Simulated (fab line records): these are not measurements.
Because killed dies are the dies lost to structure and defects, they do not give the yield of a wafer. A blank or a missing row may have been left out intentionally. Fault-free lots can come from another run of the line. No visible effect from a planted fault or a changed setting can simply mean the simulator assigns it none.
fab line records	flow rit_cmos
record: lots: 14	wafers: 42	last_day: 7
route steps=202 shown CONTACT@179 M1@202
lots that met no fault: from a run of the same line without faults
start_h: hours from the record's opening day to when the first of the lot's shown wafers began	wait_h: hours elapsed since this lot's preceding step	" repeats the value in the row above	L1.1+2: a single row standing in for several wafers	- either no value or no given start	* or withheld: withheld	< > ~ a bound
route shown NAME@n: a module of which the file shows steps, and the number in the route of the first	usual: mean and standard deviation over wafers with no fault	same: alike in all rows	chamber/n: place in a boat	sites: each site's reading	_std_site: the values' standard deviation	_edge_site: outer sites' mean less inner sites'	radius_mm: how far each site lies from the wafer's centre	mask NAME#n: copy n	behind: the most recent tool/chamber to have shaped the wafer	hold: why the lot was held/for how many hours/how that ended	device: which transistor (n, p or np) failed to switch	end of line: tests of these same wafers at the route's end	a step with no rows: only its recipe	killed: dies lost to structure and defects at the first sort, not the wafer's yield	map: the dies of a wafer, with x for killed, . for not killed, _ for no die there
set.NAME: the setting that was run; set.NAME@STEP: the one run at that earlier step	model.NAME: the simulator's own value behind a step, which no gauge read
a sample of lots followed through the steps of the route, with each step as a table and each wafer as a row
services: the hour from which a tool's chamber was out of use, counted from the record's first day as start_h (under 0 if before that day), plus the number of hours and why
== steps ==
step: RIT_CONTACT_ETCH_11
recipe: target_depth_a: 4800	over_etch_frac: 0.2	stop_on: TiSi2	chemistry: CHF3/CF4/Ar	target: SiO2	CHF3_flow_sccm: 50	cf4_flow_sccm: 10	Ar_flow_sccm: 100	O2_flow_sccm: 5	pressure_mtorr: 100	rf_w: 200	time_s: 320
usual: drypump_motor_current_A: 5.6/0.58	mfc_ar_sccm: 100.00/0.29	oes_product_au: 0.992/0.015	over_etch_frac: 0.2/0	throttle_valve_pct: 8.82/0.13
lot.wafer	tool	chamber	start_h	wait_h	drypump_motor_current_A	mfc_ar_sccm	oes_product_au	over_etch_frac	rf_hours_counter_h	throttle_valve_pct
L409.4	rie_diel-04	0	58.25	0.1	5.7	100.30	0.971	0.2	-	8.93
L409.5	"	2	"	"	6.5	99.99	0.984	0.2	-	8.83
L409.6	"	3	"	"	5.9	100.22	1.003	0.2	-	8.82
L410.4	rie_diel-03	1	64.23	0.1	5.3	99.73	0.984	0.2	8	8.76
L410.5	"	3	"	"	4.9	100.03	1.006	0.2	-	8.58
L410.6	"	2	"	"	6.5	100.05	0.979	0.2	-	9.03
L411.3	rie_diel-02	0	67.53	0.1	5.2	99.72	1.004	0.2	52	8.78
L411.5	"	0	"	"	5.2	100.29	1.013	0.2	-	8.77
L411.6	"	1	"	"	5.8	100.23	0.976	0.2	-	8.94
L417.2	rie_diel-04	3	100.31	0.1	5.9	99.92	1.006	0.22327	36	8.82
L417.4	"	2	"	"	6.5	100.25	0.980	0.22327	1	8.82
L417.6	"	2	"	"	6.5	99.94	0.986	0.22327	-	8.84
L420.1	rie_diel-04	3	112.84	0.1	5.9	100.34	0.992	0.22327	37	8.79
L420.2	"	0	"	"	5.7	99.85	0.974	0.22327	41	8.92
L420.4	"	2	"	"	6.5	99.46	0.982	0.22327	1	8.83
L422.2	rie_diel-03	1	121.04	0.1	5.3	100.12	0.996	0.2	9	8.75
L422.3	"	0	"	"	5.2	100.33	0.980	0.2	24	8.79
L422.6	"	0	"	"	5.2	100.00	0.997	0.2	-	8.78
L423.1	rie_diel-03	1	128.28	0.1	5.3	100.49	0.976	0.2	9	8.76
L423.3	"	3	"	"	4.9	100.15	1.009	0.2	55	8.59
L423.4	"	0	"	"	5.2	100.17	0.989	0.2	24	8.80
L424.1	rie_diel-03	0	133.31	0.1	5.2	100.05	0.996	0.2	24	8.79
L424.2	"	3	"	"	4.9	100.48	1.016	0.2	55	8.60
L424.5	"	2	"	"	6.6	100.23	0.976	0.2	-	9.05
L426.2	rie_diel-03	2	139.71	0.1	6.6	99.51	0.979	0.2	7	9.03
L426.5	"	1	"	"	5.3	100.26	0.985	0.2	-	8.76
L426.6	"	2	"	"	6.6	99.52	0.971	0.2	-	9.05
L427.3	rie_diel-02	0	147.85	0.1	5.2	100.24	1.010	0.2	54	8.77
L427.4	"	2	"	"	5.0	99.28	0.982	0.2	99	8.74
L427.6	"	0	"	"	5.2	99.95	1.018	0.2	-	8.76
L428.1	rie_diel-03	0	150.05	0.1	5.2	100.17	0.991	0.2	24	8.78
L428.2	"	3	"	"	4.9	100.36	1.014	0.2	56	8.60
L428.6	"	1	"	"	5.3	99.87	0.988	0.2	-	8.75
L429.2	rie_diel-02	0	153.66	0.1	5.2	100.05	1.010	0.2	54	8.78
L429.4	"	1	"	"	5.7	100.27	0.967	0.2	55	8.93
L429.5	"	2	"	"	5.0	100.22	0.990	0.2	-	8.73
L431.1	rie_diel-03	2	164.97	0.1	6.6	100.27	0.981	0.2	8	9.04
L431.3	"	0	"	"	5.2	99.73	0.994	0.2	25	8.79
L431.6	"	1	"	"	5.3	100.31	0.988	0.2	-	8.75
L432.2	rie_diel-02	1	172.17	0.1	5.7	99.94	0.974	0.2	55	8.94
L432.5	"	3	"	"	6.0	99.67	1.019	0.2	-	8.97
L432.6	"	1	"	"	5.7	100.23	0.971	0.2	-	8.94
step: RIT_M1_PROBE_99
usual: killed_at_contacts: 0.0/0.22	killed_at_front_end: 6.6/3	killed_dies: 6.6/3	killed_on_rim: 1.8/1.4	killed_open: 3.4/2	killed_short: 3.2/2
same: gross_dies: 264	killed_at_M0_to_M3: 0	killed_at_M4_up: 0	killed_at_back_side: 0	killed_at_other: 0
lot.wafer	tool	chamber	start_h	wait_h	killed_at_contacts	killed_at_front_end	killed_dies	killed_on_rim	killed_open	killed_short
L409.4	prober-01	-	63.58	0.2	0	5	5	3	3	2
L409.5	prober-01	-	63.63	0.2	0	8	8	1	6	2
L409.6	prober-01	-	63.68	0.2	0	12	12	3	6	6
L410.4	prober-02	-	69.37	0.2	1	8	9	3	3	6
L410.5	prober-02	-	69.42	0.2	0	7	7	0	4	3
L410.6	prober-02	-	69.47	0.2	0	8	8	2	3	5
L411.3	prober-01	-	72.52	0.2	0	9	9	1	5	4
L411.5	prober-01	-	72.62	0.2	0	8	8	0	5	3
L411.6	prober-01	-	72.67	0.2	0	5	5	3	1	4
L417.2	prober-01	-	105.42	0.1	0	6	6	1	4	2
L417.4	prober-01	-	105.52	0.2	0	6	6	0	1	5
L417.6	prober-01	-	105.62	0.2	0	4	4	2	1	3
L420.1	prober-02	-	117.71	0.1	0	5	5	0	2	3
L420.2	prober-02	-	117.76	0.1	0	7	7	2	2	5
L420.4	prober-02	-	117.86	0.2	0	9	9	3	4	5
L422.2	prober-01	-	126.31	0.1	0	7	7	3	3	4
L422.3	prober-01	-	126.36	0.2	0	5	5	1	3	2
L422.6	prober-01	-	126.51	0.2	0	8	8	2	4	4
L423.1	prober-02	-	133.28	0.1	0	3	3	1	1	2
L423.3	prober-02	-	133.38	0.2	0	2	2	1	2	0
L423.4	prober-02	-	133.43	0.2	0	11	11	3	8	3
L424.1	prober-01	-	138.44	0.1	0	5	5	3	4	1
L424.2	prober-01	-	138.49	0.1	0	3	3	0	1	2
L424.5	prober-01	-	138.64	0.2	1	14	15	4	8	7
L426.2	prober-01	-	144.62	0.1	0	8	8	1	4	4
L426.5	prober-01	-	144.77	0.2	0	4	4	1	1	3
L426.6	prober-01	-	144.82	0.2	0	9	9	0	3	6
L427.3	prober-02	-	152.93	0.2	0	6	6	3	3	3
L427.4	prober-02	-	152.98	0.2	1	2	3	1	3	0
L427.6	prober-02	-	153.08	0.2	0	7	7	0	5	2
L428.1	prober-01	-	154.95	0.1	0	8	8	2	3	5
L428.2	prober-01	-	155.00	0.1	1	4	5	0	1	4
L428.6	prober-01	-	155.20	0.2	1	3	4	0	2	2
L429.2	prober-02	-	158.69	0.1	0	12	12	3	6	6
L429.4	prober-02	-	158.79	0.2	0	2	2	2	1	1
L429.5	prober-02	-	158.84	0.2	1	8	9	4	9	0
L431.1	prober-02	-	170.07	0.1	0	14	14	4	5	9
L431.3	prober-02	-	170.17	0.2	0	13	13	3	5	8
L431.6	prober-02	-	170.32	0.2	0	5	5	2	1	4
L432.2	prober-01	-	177.33	0.1	0	7	7	1	4	3
L432.5	prober-01	-	177.48	0.2	0	9	9	0	7	2
L432.6	prober-01	-	177.53	0.2	0	6	6	1	4	2
killed by level:class
L409.4 GATE:geometric_particle:open=2 REOX:geometric_particle:short=2 REOX:geometric_particle:open=1
L409.5 REOX:geometric_particle:open=3 FOX1:geometric_particle:short=2 FOX1:geometric_particle:open=1 FOX2:geometric_particle:open=1 GATE:geometric_particle:open=1
L409.6 GATE:geometric_particle:short=4 FOX1:geometric_particle:short=2 GATE:geometric_particle:open=2 SILICIDE:geometric_particle:open=2 FOX1:geometric_particle:open=1 FOX2:geometric_particle:open=1
L410.4 GATE:geometric_particle:short=4 FOX1:geometric_particle:open=1 FOX2:geometric_particle:open=1 REOX:geometric_particle:open=1 SPACER:geometric_particle:short=1 CONTACT:geometric_particle:short=1
L410.5 FOX2:geometric_particle:open=2 SPACER:geometric_particle:short=2 GATE:geometric_particle:open=1 GATE:geometric_particle:short=1 REOX:geometric_particle:open=1
L410.6 GATE:geometric_particle:short=3 GATE:geometric_particle:open=2 FOX1:geometric_particle:short=1 REOX:geometric_particle:short=1 SILICIDE:geometric_particle:open=1
L411.3 GATE:geometric_particle:short=3 GATE:geometric_particle:open=3 REOX:geometric_particle:open=1 SPACER:geometric_particle:open=1 SILICIDE:geometric_particle:short=1
L411.5 GATE:geometric_particle:open=3 GATE:geometric_particle:short=1 REOX:geometric_particle:open=1 SPACER:geometric_particle:short=1 SPACER:geometric_particle:open=1 SILICIDE:geometric_particle:short=1
L411.6 REOX:geometric_particle:short=2 GATE:geometric_particle:short=1 GATE:geometric_particle:open=1 SPACER:geometric_particle:short=1
L417.2 GATE:geometric_particle:open=3 REOX:geometric_particle:short=1 SPACER:geometric_particle:short=1 SILICIDE:geometric_particle:open=1
L417.4 GATE:geometric_particle:short=4 FOX2:geometric_particle:open=1 REOX:geometric_particle:short=1
L417.6 SILICIDE:geometric_particle:short=2 FOX1:geometric_particle:open=1 GATE:geometric_particle:short=1
L420.1 FOX2:geometric_particle:open=1 GATE:geometric_particle:short=1 SPACER:geometric_particle:short=1 SILICIDE:geometric_particle:open=1 SILICIDE:geometric_particle:short=1
L420.2 GATE:geometric_particle:short=2 SPACER:geometric_particle:short=2 FOX2:geometric_particle:open=1 SPACER:geometric_particle:open=1 SILICIDE:geometric_particle:short=1
L420.4 GATE:geometric_particle:open=4 GATE:geometric_particle:short=2 SILICIDE:geometric_particle:short=2 REOX:geometric_particle:short=1
L422.2 SILICIDE:geometric_particle:short=2 FOX2:geometric_particle:open=1 FOX2:geometric_particle:short=1 GATE:geometric_particle:short=1 SPACER:geometric_particle:open=1 SILICIDE:geometric_particle:open=1
L422.3 GATE:geometric_particle:short=2 GATE:geometric_particle:open=1 SPACER:geometric_particle:open=1 SILICIDE:geometric_particle:open=1
L422.6 GATE:geometric_particle:open=2 SPACER:geometric_particle:short=2 SILICIDE:geometric_particle:open=2 REOX:geometric_particle:short=1 SILICIDE:geometric_particle:short=1
L423.1 GATE:geometric_particle:short=2 REOX:geometric_particle:open=1
L423.3 FOX1:geometric_particle:open=1 GATE:geometric_particle:open=1
L423.4 REOX:geometric_particle:open=3 FOX1:geometric_particle:open=2 GATE:geometric_particle:open=2 FOX1:geometric_particle:short=1 FOX2:geometric_particle:open=1 REOX:geometric_particle:short=1 SPACER:geometric_particle:short=1
L424.1 FOX1:geometric_particle:open=2 GATE:geometric_particle:open=1 GATE:geometric_particle:short=1 SPACER:geometric_particle:open=1
L424.2 GATE:geometric_particle:short=2 GATE:geometric_particle:open=1
L424.5 GATE:geometric_particle:short=7 GATE:geometric_particle:open=3 SILICIDE:geometric_particle:open=2 FOX1:geometric_particle:open=1 REOX:geometric_particle:open=1 CONTACT:geometric_particle:open=1
L426.2 GATE:geometric_particle:short=4 GATE:geometric_particle:open=2 FOX2:geometric_particle:open=1 SILICIDE:geometric_particle:open=1
L426.5 REOX:geometric_particle:short=2 FOX1:geometric_particle:short=1 REOX:geometric_particle:open=1
L426.6 FOX1:geometric_particle:short=3 GATE:geometric_particle:open=2 FOX2:geometric_particle:open=1 GATE:geometric_particle:short=1 REOX:geometric_particle:short=1 SILICIDE:geometric_particle:short=1
L427.3 GATE:geometric_particle:short=2 SPACER:geometric_particle:open=1 GATE:geometric_particle:open=1 SPACER:geometric_particle:short=1 SILICIDE:geometric_particle:open=1
L427.4 REOX:geometric_particle:open=1 SILICIDE:geometric_particle:open=1 CONTACT:geometric_particle:open=1
L427.6 GATE:geometric_particle:open=2 REOX:geometric_particle:open=2 REOX:geometric_particle:short=2 SPACER:geometric_particle:open=1
L428.1 GATE:geometric_particle:short=3 FOX1:geometric_particle:open=2 FOX1:geometric_particle:short=1 FOX2:geometric_particle:short=1 GATE:geometric_particle:open=1
L428.2 SPACER:geometric_particle:short=2 REOX:geometric_particle:open=1 SILICIDE:geometric_particle:short=1 CONTACT:geometric_particle:short=1
L428.6 GATE:geometric_particle:open=2 GATE:geometric_particle:short=1 CONTACT:geometric_particle:short=1
L429.2 FOX1:geometric_particle:open=2 FOX2:geometric_particle:short=2 GATE:geometric_particle:open=1 GATE:geometric_particle:short=1 REOX:geometric_particle:open=1 REOX:geometric_particle:short=1 SPACER:geometric_particle:open=1 SPACER:geometric_particle:short=1
L429.4 FOX1:geometric_particle:open=1 REOX:geometric_particle:short=1
L429.5 GATE:geometric_particle:open=6 FOX1:geometric_particle:open=1 REOX:geometric_particle:open=1 CONTACT:geometric_particle:open=1
L431.1 GATE:geometric_particle:short=3 GATE:geometric_particle:open=3 REOX:geometric_particle:short=3 SPACER:geometric_particle:short=2 REOX:geometric_particle:open=1 SILICIDE:geometric_particle:open=1 SILICIDE:geometric_particle:short=1
L431.3 GATE:geometric_particle:short=5 GATE:geometric_particle:open=3 FOX1:geometric_particle:short=1 REOX:geometric_particle:short=1 SPACER:geometric_particle:open=1 SPACER:geometric_particle:short=1 SILICIDE:geometric_particle:open=1
L431.6 GATE:geometric_particle:short=3 REOX:geometric_particle:open=1 SPACER:geometric_particle:short=1
L432.2 FOX2:geometric_particle:short=2 GATE:geometric_particle:open=2 SILICIDE:geometric_particle:open=2 SILICIDE:geometric_particle:short=1
L432.5 SILICIDE:geometric_particle:open=3 GATE:geometric_particle:open=2 ACTIVE:geometric_particle:open=1 FOX1:geometric_particle:open=1 FOX2:geometric_particle:short=1 SILICIDE:geometric_particle:short=1
L432.6 SPACER:geometric_particle:short=2 SPACER:geometric_particle:open=2 SILICIDE:geometric_particle:open=2
== services ==
tool	chamber	start_h	hours	kind
rie_diel-03	2	42.92	8.1	repair
rie_diel-04	1	54.60	8.1	repair
rie_diel-02	3	60.54	7.6	repair
rie_diel-04	2	71.74	8.0	repair
rie_diel-04	2	81.53	3.8	repair
rie_diel-04	2	94.22	3.2	repair
rie_diel-04	0	142.86	6.3	repair
rie_diel-04	2	150.01	13.5	repair
rie_diel-04	1	153.16	3.2	repair
rie_diel-02	2	169.35	7.1	repair
== key ==
first_sign: step: RIT_CONTACT_ETCH_11	reading: over_etch_frac	direction: up	sigmas: 99+	usual: 0.2	struck: 0.22327
effect none on later readings
met_at RIT_CONTACT_ETCH_11
struck_lots L417,L420
tester_left_out L417,L420
onset_between 58.25 100.31
fault: kind: process_parameter_drift	tool: rie_diel-04	chamber: -	onset_h: 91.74	steps: RIT_CONTACT_ETCH_11	channel: over_etch_frac	offset: 0.023267	shape: step	end_h: 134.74	acts_in: these_recipes_only	stated: 0.2
tester_left_out: of these lots the tester's yield and bins aren't shown, on N5 and GAA mostly nor the transistor test; their killed dies are dies lost to structure and defects alone, not to doping, threshold or leakage, so they don't give the yield
